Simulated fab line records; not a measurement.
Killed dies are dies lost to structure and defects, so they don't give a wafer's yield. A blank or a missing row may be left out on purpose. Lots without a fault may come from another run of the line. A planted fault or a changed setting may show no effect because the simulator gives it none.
Comparing a struck lot with a sound one	flow rit_cmos	29 steps out of a route of 202
Sound: the wafers L318.1, L318.3, L318.5. Struck: wafers L334.2, L334.4. (L334.5 of the same lot was not struck and is left out.) The cause comes at the end.
Order at every step that has rows: each side's tool, ch and its chambers, its first start. Under that, the readings that differ: sound wafers	struck wafers	difference of the means	sigmas: that difference in standard deviations of wafers without a fault.
alike: a reading whose means differ by less than 2 such deviations, as well as words and numbers matching on both sides. not compared: withheld readings; readings where some wafer has no value; bounds like >300 that might hide an equal value; numbers whose values overlap and for which the record gives no deviation.
Wherever a step has rows on one side only, a row that says differs or no value, or a row with sigmas, the two part there. Numbers that have no deviation but don't overlap get no sigmas and don't part them. A reading that every wafer of one side lacks parts them only if that side has two wafers or more.

RIT_SDANNEAL_RTA_03: time 5 s.
  sound on rtp_anneal-01 ch 0, day 3 05:16; struck on rtp_anneal-01 ch 0, day 6 12:26
  alike: wafer_temp_C_max
RIT_SDANNEAL_RS_MEAS_04: measurement is done with a four-point probe.
  sound: film_metro-03 at day 3 05:20; struck: film_metro-02 at day 6 12:30
  alike: PSD_RS
RIT_SDANNEAL_RS_MEAS_05: measurement is done with a four-point probe.
  sound: film_metro-03 at day 3 05:27; struck: film_metro-02 at day 6 12:37
  alike: NSD_RS
RIT_SDANNEAL_RS_MEAS_06: measurement is done with a four-point probe.
  sound: film_metro-03 at day 3 05:34; struck: film_metro-02 at day 6 12:44
reading	sound	struck	difference	sigmas
PLDD_RS (ohm/sq)	176.9 177.0 177.6	178.2 179.3	+1.6	+3
RIT_SDANNEAL_RS_MEAS_07: measurement is done with a four-point probe.
  sound: film_metro-03 at day 3 05:41; struck: film_metro-02 at day 6 12:52
  alike: NLDD_RS
then, 1 step without rows for these wafers: RIT_SILICIDE_WET_ETCH_00 (etches SiO2 in BOE, target depth 14 nm, time 15 s).
RIT_SILICIDE_SPUTTER_01: material Ti, target thk 30 nm, time 240 s.
  sound: pvd_sputter-02 at day 3 05:49; struck: pvd_sputter-02 at day 6 12:59
  alike: throttle_valve_pct
RIT_SILICIDE_RS_MEAS_02: measurement is done with a four-point probe.
  sound: film_metro-01 at day 3 05:58; struck: film_metro-01 at day 6 13:09
  alike: SILICIDE_TI_RS
RIT_SILICIDE_THK_MEAS_03: measures by xrf.
  sound: film_metro-01 at day 3 06:05; struck: film_metro-01 at day 6 13:16
  alike: SILICIDE_TI_THK
RIT_SILICIDE_RTA_04: time 10 s, ramp up 5 s, ramp down 5 s.
  sound on rtp_anneal-02 ch 0, day 3 06:09; struck on rtp_anneal-02 ch 0, day 6 13:19
  alike: wafer_temp_C_max
then, 1 step without rows for these wafers: RIT_SILICIDE_WET_ETCH_05 (etches Ti in SPM, time 120 s).
RIT_SILICIDE_RTA_06: time 10 s, ramp up 5 s, ramp down 10 s.
  sound on rtp_anneal-01 ch 0, day 3 06:16; struck on rtp_anneal-01 ch 0, day 6 13:26
  alike: wafer_temp_C_max
RIT_CONTACT_CVD_00: deposits SiO2 from TEOS, target thk 400 nm, time 61 s.
  sound on pecvd-03 ch 0,1,2, day 3 06:20; struck on pecvd-02 ch 0, day 6 13:29
reading	sound	struck	difference	sigmas
model.SiO2_of_CONTACT_CVD_00.thk_nm (nm)	398.5 397.8 400.3	518.7 525.4	+123.2	
  alike: heater_power_w
RIT_CONTACT_THK_MEAS_01:
  sound: film_metro-04 at day 3 06:23; struck: film_metro-04 at day 6 13:32
reading	sound	struck	difference	sigmas
CONTACT_TEOS_THK (nm)	399 398 400	519 525	+123	+25
then, 6 steps without rows for these wafers: RIT_CONTACT_HMDS_02 (prime time 60 s); RIT_CONTACT_COAT_03 (resist thk 1000 nm); RIT_CONTACT_SOFTBAKE_04 (time 60 s); RIT_CONTACT_EXPOSE_05 (exposes mask M11, target cd 1000 nm); RIT_CONTACT_PEB_06; RIT_CONTACT_DEVELOP_07 (develop time 120 s).
RIT_CONTACT_CD_MEAS_08: target cd 1000 nm.
  sound: cd_sem-02 at day 3 07:25; struck: cd_sem-02 at day 6 14:36
  alike: cd_nm
RIT_CONTACT_OVL_MEAS_09:
  sound: overlay-02 at day 3 07:32; struck: overlay-01 at day 6 14:43
  alike: CONTACT_OVL
then, 1 step without rows for these wafers: RIT_CONTACT_HARDBAKE_10 (time 60 s).
RIT_CONTACT_ETCH_11: etches SiO2 in CHF3/CF4/Ar, stops on TiSi2, target depth 480 nm, time 320 s.
  sound on rie_diel-02 ch 0,3, day 3 07:43; struck on rie_diel-01 ch 1,2, day 6 14:53
reading	sound	struck	difference	sigmas
model.etch.depth_nm (nm)	398.5 397.8 400.3	480.6 482.4	+82.6	
model.CONTACT.feature_depth_nm (nm)	398.5 397.8 400.3	480.6 482.4	+82.6	
  alike: drypump_motor_current_A, oes_product_au, throttle_valve_pct
  not compared: rf_hours_counter_h
RIT_CONTACT_STRIP_12: strips in O2, time 180 s.
  sound on plasma_asher-03 ch 0,1, day 3 07:55; struck on plasma_asher-02 ch 0,1, day 6 15:05
  alike: drypump_motor_current_A, o2_flow_sccm
  not compared: rf_hours_counter_h
RIT_CONTACT_CD_MEAS_90: target cd 1000 nm.
  sound: cd_sem-01 at day 3 08:05; struck: cd_sem-02 at day 6 15:17
  alike: cd_nm
RIT_CONTACT_CLEAN_13: cleans in SC1, time 600 s.
  sound on wet_bench-01 ch 2, day 3 08:13; struck on wet_bench-02 ch 0, day 6 15:23
reading	sound	struck	difference	sigmas
model.SiO2_of_CONTACT_CVD_00.thk_nm (nm)	394.4 393.8 396.2	514.6 521.2	+123.1	
  alike: temp_c
then, 1 step without rows for these wafers: RIT_CONTACT_CLEAN_14 (cleans in SC2, time 600 s).
RIT_M1_PROBE_99:
  sound: prober-01 at day 3 12:54; struck: prober-02 at day 6 19:50
reading	sound	struck	difference	sigmas
killed_at_contacts	0 0 0	255 257	+256	+99 or more
killed_dies	7 2 7	263 263	+258	+89
killed_on_rim	2 0 1	69 69	+68	+49
  alike: killed_at_M0_to_M3, killed_at_front_end, killed_open, killed_short

WHERE THEY PART
At RIT_SDANNEAL_RS_MEAS_06 first; at RIT_M1_PROBE_99 last (within this record only).

WHY: what had been put in by the simulator
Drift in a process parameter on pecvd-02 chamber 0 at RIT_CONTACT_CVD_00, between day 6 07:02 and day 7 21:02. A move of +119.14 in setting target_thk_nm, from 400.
